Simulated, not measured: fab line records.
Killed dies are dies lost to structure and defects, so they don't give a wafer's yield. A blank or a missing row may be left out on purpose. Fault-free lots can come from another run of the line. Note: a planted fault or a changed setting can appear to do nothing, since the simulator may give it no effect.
fab line records | flow berkeley_cmos170
record: lots: 7 | wafers: 21 | last_day: 12
route steps=331 shown START@1 ZERO@6
lots that met no fault: taken from a fault-free run of the same line
start_h: the number of hours between the record's first day and the start of the first shown wafer of the lot | wait_h: how many hours have passed since the lot's step before this one | " same as the row above | L1.1+2: one row covering several wafers at once | - either no value or no given start | * or withheld: withheld | < > ~ a bound
route shown NAME@n: names a module that has steps shown in the file, with the first one's number in the route | usual: mean and standard deviation over wafers with no fault | same: alike in all rows | chamber/n: place in a boat | sites: readings site by site | _std_site: their standard deviation | _edge_site: inner sites' mean taken away from outer sites' mean | radius_mm: for every site, how far away it sits from the centre of the wafer | mask NAME#n: copy n | behind: the tool/chamber that last shaped the wafer | hold: why the lot went on hold/how many hours it stayed there/how the hold came to an end | device: which transistor (n, p or np) failed to switch | end of line: the tests these same wafers got at the end of their route | step lacking rows: just its recipe | killed: at the first sort, the dies lost to defects and structure; wafer yield is something else | map: a wafer's dies, x killed, . not, _ none there
set.NAME: the setting the step ran with; set.NAME@STEP: the setting that earlier step ran with | model.NAME: the simulator's own value behind a step, which no gauge read
certain route steps with their lots: each step a table, each wafer a row
services: from which hour (start_h, from the record's first day; less than 0 if before it) a tool's chamber was out of use, for how many hours, and why
== steps ==
step: UCB170_START_BOW_MEAS_00
recipe: mode: bow
usual: INCOMING_BOW: -1/6.6
lot.wafer | tool          | chamber | start_h | wait_h | INCOMING_BOW[um]
L923.2    | film_metro-04 | -       | 50.02   | -      | 7
L923.3    | "             | -       | "       | "      | 1
L923.6    | "             | -       | "       | "      | 0
L928.2    | film_metro-01 | -       | 75.02   | -      | 0
L928.4    | "             | -       | "       | "      | 3
L928.5    | "             | -       | "       | "      | -11
L929.3    | film_metro-01 | -       | 80.04   | -      | 0
L929.4    | "             | -       | "       | "      | -2
L929.5    | "             | -       | "       | "      | -9
L930.3    | film_metro-04 | -       | 85.04   | -      | 5
L930.4    | "             | -       | "       | "      | 3
L930.6    | "             | -       | "       | "      | 2
L931.1    | film_metro-02 | -       | 90.00   | -      | -1
L931.2    | "             | -       | "       | "      | -9
L931.3    | "             | -       | "       | "      | 2
L933.2    | film_metro-04 | -       | 100.02  | -      | 4
L933.4    | "             | -       | "       | "      | 3
L933.6    | "             | -       | "       | "      | -2
L937.1    | film_metro-04 | -       | 120.00  | -      | 12
L937.2    | "             | -       | "       | "      | 4
L937.4    | "             | -       | "       | "      | 2
step: UCB170_START_CLEAN_01
recipe: chemistry: dHF | dilution: 25:1 | time_s: 60
step: UCB170_START_OXIDATION_02
recipe: temp_c: 950 | ambient: O2 | target_thk_a: 200 | ox_time_s: 1800
step: UCB170_START_THK_MEAS_03
recipe: reads: SiO2_of_START_OXIDATION_02
usual: START_OXIDE_THK: 19.9/0.35
lot.wafer | tool          | chamber | start_h | wait_h | START_OXIDE_THK[nm]
L923.2    | film_metro-04 | -       | 55.04   | 0.0    | 20.4
L923.3    | "             | -       | "       | "      | 20.4
L923.6    | "             | -       | "       | "      | 20.5
L928.2    | film_metro-01 | -       | 80.96   | 0.0    | 19.6
L928.4    | "             | -       | "       | "      | 19.8
L928.5    | "             | -       | "       | "      | 20.1
L929.3    | film_metro-04 | -       | 85.55   | 0.0    | 19.9
L929.4    | "             | -       | "       | "      | 20.1
L929.5    | "             | -       | "       | "      | 20.1
L930.3    | film_metro-01 | -       | 90.97   | 0.0    | 19.5
L930.4    | "             | -       | "       | "      | 19.4
L930.6    | "             | -       | "       | "      | 19.5
L931.1    | film_metro-01 | -       | 95.95   | 0.0    | 19.6
L931.2    | "             | -       | "       | "      | 20.0
L931.3    | "             | -       | "       | "      | 19.4
L933.2    | film_metro-02 | -       | 101.83  | 0.0    | 19.9
L933.4    | "             | -       | "       | "      | 20.1
L933.6    | "             | -       | "       | "      | 20.5
L937.1    | film_metro-02 | -       | 126.03  | 0.0    | 19.4
L937.2    | "             | -       | "       | "      | 19.5
L937.4    | "             | -       | "       | "      | 19.0
step: UCB170_START_ANNEAL_04
recipe: temp_c: 950 | time_s: 1200 | ambient: N2
step: UCB170_ZERO_HMDS_00
recipe: prime_time_s: 60 | prime_temp_c: 100
step: UCB170_ZERO_COAT_01
recipe: resist: KrF | spin_rpm: 1500 | resist_thk_nm: 900
step: UCB170_ZERO_SOFTBAKE_02
recipe: resist: KrF | temp_c: 130 | time_s: 60
step: UCB170_ZERO_EXPOSE_03
recipe: mask_id: PM_MARKS | na: 0.5 | sigma_outer: 0.6 | source_shape: conventional | target_cd_nm: 4000 | dose_mj: 30
step: UCB170_ZERO_PEB_04
recipe: peb_temp_c: 129.6 | peb_time_s: withheld | resist: KrF
step: UCB170_ZERO_DEVELOP_05
recipe: developer: TMAH | develop_time_s: 45 | resist: KrF | dev_temp_c: 21
usual: chill_plate_temp_C: 23.01/0.11 | develop_time_s: 45/0
lot.wafer | tool           | chamber | start_h | wait_h | chill_plate_temp_C | develop_time_s | model.KrF_of_ZERO_COAT_01.thk_nm
L923.2    | litho_track-01 | 0       | 61      | -      | 23.02              | 45             | 890.6
L923.3    | "              | 0       | "       | "      | 22.95              | 45             | 890.2
L923.6    | "              | 0       | "       | "      | 23.07              | 45             | 889.9
L928.2    | litho_track-01 | 0       | 86      | -      | 22.96              | 45             | 887.9
L928.4    | "              | 0       | "       | "      | 23.33              | 45             | 889.1
L928.5    | "              | 0       | "       | "      | 23.23              | 45             | 887.3
L929.3    | litho_track-01 | -       | 92      | -      | -                  | -              | 899.2
L929.4    | "              | -       | "       | "      | -                  | -              | 900.8
L929.5    | "              | -       | "       | "      | -                  | -              | 904.9
L930.3    | litho_track-01 | -       | 98      | -      | -                  | -              | 898.3
L930.4    | "              | -       | "       | "      | -                  | -              | 899.5
L930.6    | "              | -       | "       | "      | -                  | -              | 898.5
L931.1    | litho_track-03 | -       | 103     | -      | -                  | -              | 905.3
L931.2    | "              | -       | "       | "      | -                  | -              | 904.4
L931.3    | "              | -       | "       | "      | -                  | -              | 903.9
L933.2    | litho_track-02 | 0       | 109     | -      | 22.96              | 45             | 891
L933.4    | "              | 0       | "       | "      | 23.11              | 45             | 890.3
L933.6    | "              | 0       | "       | "      | 22.96              | 45             | 890.5
L937.1    | litho_track-01 | 0       | 131     | -      | 23.04              | 45             | 883
L937.2    | "              | 0       | "       | "      | 23.03              | 45             | 880.7
L937.4    | "              | 0       | "       | "      | 22.85              | 45             | 885
step: UCB170_ZERO_ETCH_06
recipe: chemistry: CHF3/CF4/Ar | target: SiO2 | time_s: 12 | pressure_mtorr: 100 | rf_w: 500 | CHF3_flow_sccm: 50 | cf4_flow_sccm: 10 | Ar_flow_sccm: 120 | over_etch_frac: 1.58
usual: CHF3_flow_sccm: 50.01/0.16 | drypump_motor_current_A: 5.5/0.54 | oes_product_au: 0.619/0.011 | rf_fwd_power_W: 491.5/2.6 | throttle_valve_pct: 9.21/0.13
same: time_s: 12
lot.wafer | tool        | chamber | start_h | wait_h | CHF3_flow_sccm | drypump_motor_current_A | oes_product_au | rf_fwd_power_W | rf_hours_counter_h | throttle_valve_pct
L923.2    | rie_diel-01 | 0       | 61.71   | -      | 50.09          | 5.7                     | 0.631          | 493.2          | 16                 | 9.19
L923.3    | "           | 1       | "       | "      | 50.19          | 4.7                     | 0.620          | 491.1          | 45                 | 9.06
L923.6    | "           | 1       | "       | "      | 50.15          | 4.7                     | 0.628          | 492.8          | -                  | 9.08
L928.2    | rie_diel-01 | 0       | 86.29   | -      | 50.02          | 5.8                     | 0.626          | 492.1          | 17                 | 9.20
L928.4    | "           | 3       | "       | "      | 50.03          | 6.1                     | 0.605          | 488.2          | 92                 | 9.35
L928.5    | "           | 2       | "       | "      | 49.77          | 4.8                     | 0.627          | 490.7          | -                  | 9.47
L929.3    | rie_diel-02 | 3       | 92.33   | -      | 50.08          | 5.1                     | 0.370          | 494.3          | 114                | 9.16
L929.4    | "           | 2       | "       | "      | 49.77          | 5.3                     | 0.385          | 492.5          | -                  | 9.29
L929.5    | "           | 3       | "       | "      | 49.95          | 5.1                     | 0.375          | 492.3          | -                  | 9.17
L930.3    | rie_diel-01 | 3       | 98.12   | -      | 49.71          | 6.1                     | 0.372          | 487.5          | 93                 | 9.31
L930.4    | "           | 0       | "       | "      | 49.98          | 5.7                     | 0.376          | 493.5          | 17                 | 9.17
L930.6    | "           | 1       | "       | "      | 50.03          | 4.7                     | 0.382          | 496.1          | -                  | 9.04
L931.1    | rie_diel-02 | 1       | 103.80  | -      | 50.12          | 5.1                     | 0.370          | 493.1          | 88                 | 9.25
L931.2    | "           | 0       | "       | "      | 49.91          | 5.3                     | 0.385          | 495.3          | 74                 | 9.04
L931.3    | "           | 3       | "       | "      | 49.98          | 5.1                     | 0.380          | 490.9          | 114                | 9.16
L933.2    | rie_diel-04 | 2       | 109.55  | -      | 49.86          | 5.8                     | 0.596          | 487.1          | 44                 | 9.11
L933.4    | "           | 3       | "       | "      | 49.85          | 5.6                     | 0.605          | 492.2          | 96                 | 9.22
L933.6    | "           | 1       | "       | "      | 50.00          | 6.4                     | 0.617          | 490.3          | -                  | 9.14
L937.1    | rie_diel-01 | 0       | 131.47  | -      | 50.14          | 5.7                     | 0.627          | 490.5          | 19                 | 9.19
L937.2    | "           | 1       | "       | "      | 49.77          | 4.7                     | 0.615          | 494.7          | 48                 | 9.08
L937.4    | "           | 3       | "       | "      | 49.90          | 6.1                     | 0.611          | 487.4          | 94                 | 9.34
step: UCB170_ZERO_STRIP_07
recipe: chemistry: O2 | power_w: 400 | pressure_mtorr: 3500 | platen_temp_c: withheld | o2_flow_sccm: 400 | overash_fraction: 0.5
usual: drypump_motor_current_A: 5.5/0.68 | oes_product_au: 0.727/0.0046 | strip_time_to_endpoint_s: 21.50/0.062
same: overash_fraction: 0.5
lot.wafer | tool            | chamber | start_h | wait_h | drypump_motor_current_A | oes_product_au | rf_hours_counter_h | strip_time_to_endpoint_s
L923.2    | plasma_asher-01 | 0       | 61.73   | 0.0    | 6.2                     | 0.720          | 26                 | 21.61
L923.3    | "               | 1       | "       | "      | 6.0                     | 0.729          | -                  | 21.59
L923.6    | "               | 1       | "       | "      | 6.0                     | 0.727          | -                  | 21.58
L928.2    | plasma_asher-01 | 0       | 86.31   | 0.0    | 6.2                     | 0.724          | 29                 | 21.53
L928.4    | "               | 0       | "       | "      | 6.2                     | 0.737          | -                  | 21.56
L928.5    | "               | 1       | "       | "      | 6.0                     | 0.724          | -                  | 21.50
L929.3    | plasma_asher-03 | 1       | 92.38   | 0.0    | 4.8                     | 0.723          | -                  | 21.81
L929.4    | "               | 0       | "       | "      | 4.8                     | 0.732          | -                  | 21.84
L929.5    | "               | 0       | "       | "      | 4.8                     | 0.723          | -                  | 21.96
L930.3    | plasma_asher-03 | 1       | 98.18   | 0.0    | 4.8                     | 0.735          | -                  | 21.77
L930.4    | "               | 0       | "       | "      | 4.9                     | 0.726          | -                  | 21.81
L930.6    | "               | 0       | "       | "      | 4.9                     | 0.729          | -                  | 21.79
L931.1    | plasma_asher-03 | 0       | 103.83  | 0.0    | 4.8                     | 0.722          | 40                 | 21.93
L931.2    | "               | 1       | "       | "      | 4.8                     | 0.727          | 40                 | 21.92
L931.3    | "               | 0       | "       | "      | 4.9                     | 0.720          | -                  | 21.91
L933.2    | plasma_asher-01 | 0       | 109.57  | 0.0    | 6.2                     | 0.723          | 31                 | 21.60
L933.4    | "               | 1       | "       | "      | 6.0                     | 0.727          | -                  | 21.60
L933.6    | "               | 1       | "       | "      | 6.0                     | 0.722          | -                  | 21.58
L937.1    | plasma_asher-01 | 1       | 131.50  | 0.0    | 6.0                     | 0.728          | 33                 | 21.41
L937.2    | "               | 0       | "       | "      | 6.2                     | 0.724          | 33                 | 21.35
L937.4    | "               | 0       | "       | "      | 6.2                     | 0.730          | -                  | 21.45
== services ==
tool            | chamber | start_h | hours | kind
rie_diel-02     | 3       | 60.92   | 16.8  | repair
rie_diel-02     | 2       | 73.43   | 6.9   | repair
rie_diel-02     | 1       | 92.16   | 4.5   | repair
plasma_asher-01 | -       | 96.27   | 8.5   | repair
rie_diel-02     | 2       | 99.98   | 7.3   | repair
rie_diel-04     | 0       | 116.03  | -     | clean
rie_diel-04     | 0       | 116.03  | 15.9  | scheduled_down
rie_diel-04     | 0       | 116.03  | 15.9  | vent_cycle
== key ==
first_sign: step: UCB170_ZERO_DEVELOP_05 | reading: tool_record | direction: missing
effect: step: UCB170_ZERO_ETCH_06 | reading: oes_product_au | direction: down | sigmas: 22 | usual: 0.619 | struck: 0.377
effect: step: UCB170_ZERO_STRIP_07 | reading: strip_time_to_endpoint_s | direction: up | sigmas: 5.7 | usual: * | struck: *
model_effect: step: UCB170_ZERO_DEVELOP_05 | value: KrF_of_ZERO_COAT_01.thk_nm | without: 887.4 | struck: 901.6
met_at UCB170_ZERO_DEVELOP_05
struck_wafers L929.3,L929.4,L929.5,L930.3,L930.4,L930.6,L931.1,L931.2,L931.3
later_rows_left_out L929.3,L929.4,L929.5,L930.3,L930.4,L930.6,L931.1,L931.2,L931.3
sort_left_out L929.3,L929.4,L929.5,L930.3,L930.4,L930.6,L931.1,L931.2,L931.3
tester_left_out L929,L930,L931
onset_between 86 92
fault: kind: skipped_step_whole | tool: litho_track-01,litho_track-03 | chamber: - | onset_h: 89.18 | steps: UCB170_ZERO_DEVELOP_05 | scope: struck_lots_only
tester_left_out: of these lots the tester's yield and bins aren't shown, on N5 and GAA mostly nor the transistor test; their killed dies are dies lost to structure and defects alone, not to doping, threshold or leakage, so they don't give the yield
sort_left_out: the simulated sort isn't trusted on such a fault, so these wafers' sort isn't shown, and their yield isn't known
later_rows_left_out: the simulator's readings of these wafers behind a module that went badly wrong aren't trusted and aren't shown, but for the sort
